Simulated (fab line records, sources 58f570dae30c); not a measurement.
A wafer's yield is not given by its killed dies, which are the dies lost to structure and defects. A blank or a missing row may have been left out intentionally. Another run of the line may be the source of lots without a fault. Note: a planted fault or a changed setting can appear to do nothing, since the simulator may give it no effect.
A struck lot beside a sound one | flow berkeley_cmos170 | 20 out of 331 route steps
Sound: the wafers L409.3, L409.4, L409.6. Struck: wafers L422.1, L422.2, L422.3. The cause is named last.
Order at every step that has rows: each side's tool, ch and its chambers, its first start. Under that, the readings that differ: sound wafers | struck wafers | difference of the means | sigmas: that difference in standard deviations of wafers without a fault.
alike: a reading whose means differ by less than 2 such deviations, as well as words and numbers matching on both sides. not compared: withheld readings; readings where some wafer has no value; bounds like >300 that might hide an equal value; numbers whose values overlap and for which the record gives no deviation.
A row with sigmas, a row that says differs or no value, or rows on one side alone: a step with any of these is where the two part. When numbers do not overlap yet have no deviation, they are printed without sigmas and do not part them. A reading missing from all wafers of one side parts the sides only when that side holds two or more wafers.

UCB170_PVT_TW_MEAS_09:
  struck on film_metro-04, day 9 01:14; sound on film_metro-01, day 6 04:37
  alike: PVT_TW
then, 1 step without rows for these wafers: UCB170_GATE_WET_ETCH_00 (etches SiO2 in dHF, time 200 s).
UCB170_FIELD_THK_MEAS_91:
  struck on film_metro-01, day 9 04:17; sound on film_metro-04, day 6 04:44
  alike: FIELD_OXIDE_LEFT_2_THK
then, 1 step without rows for these wafers: UCB170_GATE_OXIDATION_01 (target thk 6.6 nm, ox time 1800 s).
UCB170_GATE_THK_MEAS_02:
  struck on film_metro-02, day 9 07:04; sound on film_metro-02, day 6 10:17
  reading             | sound          | struck         | difference | sigmas
  GATE_OXIDE_THK (nm) | 6.47 6.42 6.56 | 6.75 6.87 6.72 | +0.30      | +2
then, 2 steps without rows for these wafers: UCB170_GATE_ANNEAL_03 (time 1800 s); UCB170_GATE_CVD_04 (deposits poly-Si from SiH4, time 1440 s, target thk 214 nm).
UCB170_GATE_THK_MEAS_05:
  struck on film_metro-01, day 9 14:01; sound on film_metro-02, day 6 18:26
  alike: GATE_POLY_THK
then, 4 steps without rows for these wafers: UCB170_GATE_COAT_06; UCB170_GATE_COAT_07 (resist thk 900 nm); UCB170_GATE_SOFTBAKE_08 (time 60 s); UCB170_GATE_EXPOSE_09 (exposes mask POLY, target cd 350 nm).
UCB170_GATE_PEB_10:
  sound on litho_track-01 ch 0, day 6 19:34; struck on litho_track-02 ch 0, day 9 15:06
then, 1 step without rows for these wafers: UCB170_GATE_DEVELOP_11 (develop time 45 s).
UCB170_GATE_CD_MEAS_12 targets a cd of 350 nm.
  struck on cd_sem-02, day 9 15:22; sound on cd_sem-02, day 6 19:50
  reading    | sound             | struck            | difference | sigmas
  cd_nm (nm) | 350.2 351.0 349.8 | 328.7 329.7 329.5 | -21.0      | -18
UCB170_GATE_OVL_MEAS_13:
  struck on overlay-02, day 9 15:29; sound on overlay-01, day 6 19:55
  alike: GATE_OVL
UCB170_GATE_ETCH_14: etches BARC in N2/H2.
  sound on rie_diel-02 ch 0,3, day 6 19:56; struck on rie_diel-03 ch 1,2,3, day 9 15:32
  alike: drypump_motor_current_A, oes_product_au, throttle_valve_pct
UCB170_GATE_ETCH_15: etches poly-Si in HBr/Cl2, stops on SiO2, time 56.3 s, target depth 278.2 nm.
  sound on rie_si-01 ch 0,3, day 6 19:59; struck on rie_si-02 ch 1,2,3, day 9 15:34
  reading               | sound           | struck          | difference | sigmas
  model.GATE.cd_nm (nm) | 350.6 351.6 350 | 329 330.9 329.7 | -21        |
  alike: drypump_motor_current_A, oes_product_au, throttle_valve_pct
  not compared: rf_hours_counter_h
UCB170_GATE_STRIP_16: strips in O2.
  sound on plasma_asher-02 ch 0,1, day 6 20:04; struck on plasma_asher-01 ch 0,1, day 9 15:37
  alike: drypump_motor_current_A, oes_product_au
  not compared: rf_hours_counter_h
UCB170_M3_PROBE_99:
  the record has rows for the struck wafers here (prober-01, day 11 06:09) and none for the sound ones

== WHERE THEY PART ==
Last at UCB170_M3_PROBE_99 as far as this record goes, first at UCB170_GATE_THK_MEAS_02.

WHY: what the simulator had put in
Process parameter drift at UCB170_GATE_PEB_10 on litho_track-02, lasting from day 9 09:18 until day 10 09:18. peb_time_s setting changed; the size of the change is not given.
